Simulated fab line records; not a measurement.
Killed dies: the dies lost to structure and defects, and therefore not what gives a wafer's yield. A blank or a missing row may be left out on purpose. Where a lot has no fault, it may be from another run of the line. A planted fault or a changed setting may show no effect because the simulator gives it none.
The tool behind it: which one? | flow ritCmos | 7 lots with 21 wafers sampled at 2 steps, on a route of 202 steps

## WHAT THE GAUGES SHOWED, per wafer
RIT_CONTACT_CD_MEAS_08: target cd 1000 nm.
lot  | measured    | on       | cdNm (nm)
L862 | day 3 09:39 | cdSem-01 | 1002.9 1001.7 1000.8
L864 | day 3 18:39 | cdSem-02 | 999.1 1000.2 998.5
L866 | day 4 07:59 | cdSem-02 | 1002.5 1002.3 1001.8
L870 | day 5 06:34 | cdSem-01 | 998.1 1000.1 998.9
L872 | day 5 11:36 | cdSem-02 | 997.6 997.8 997.5
L875 | day 6 08:33 | cdSem-01 | 999.3 1001.5 998.8
L883 | day 7 17:36 | cdSem-01 | 988.7 989.5 992.7

## TOOL THAT RAN EACH LOT (tool first, then ch and the chambers of the sampled wafers, then the start)
lot  | RIT_CONTACT_DEVELOP_07
L862 | lithoTrack-02 ch 0, day 3 09:00
L864 | lithoTrack-02 ch 0, day 3 18:00
L866 | lithoTrack-02 ch 0, day 4 07:00
L870 | lithoTrack-01 ch 0, day 5 06:00
L872 | lithoTrack-03 ch 0, day 5 11:00
L875 | lithoTrack-01 ch 0, day 6 08:00
L883 | lithoTrack-02 ch 0, day 7 17:00
- RIT_CONTACT_DEVELOP_07: develop time 120 s.

## THE ANSWER, worked out from the rows above alone
Rule: what is usual is taken from the lots themselves. The widest of any qualifying gaps counts: lots, ordered by their means at a reading, are off when they make up no more than a third of the lots, leave a main group of 4 or more, and stand apart from it by 3 or more times the standard deviation of that group's means. If all means in a main group match to the digits the tables above print for the reading, that group is not used. A lot without any number at a reading at which 4 lots or more have one is off too. Any other lot the step has rows for is counted as sound.
Off: L883, at RIT_CONTACT_CD_MEAS_08 (cdNm). The main group has a mean of 1000.0 nm with a standard deviation of 1.6.
A tool fits if, at a process step before that reading, it ran every lot that is off, and no sound lot after the first of them. Those tools and the gauges at RIT_CONTACT_CD_MEAS_08 are tried in the same way. Can't be told from this: 2 tools fit, lithoTrack-02 at RIT_CONTACT_DEVELOP_07, cdSem-01 at RIT_CONTACT_CD_MEAS_08.

## WHAT THE SIMULATOR HAD PUT IN
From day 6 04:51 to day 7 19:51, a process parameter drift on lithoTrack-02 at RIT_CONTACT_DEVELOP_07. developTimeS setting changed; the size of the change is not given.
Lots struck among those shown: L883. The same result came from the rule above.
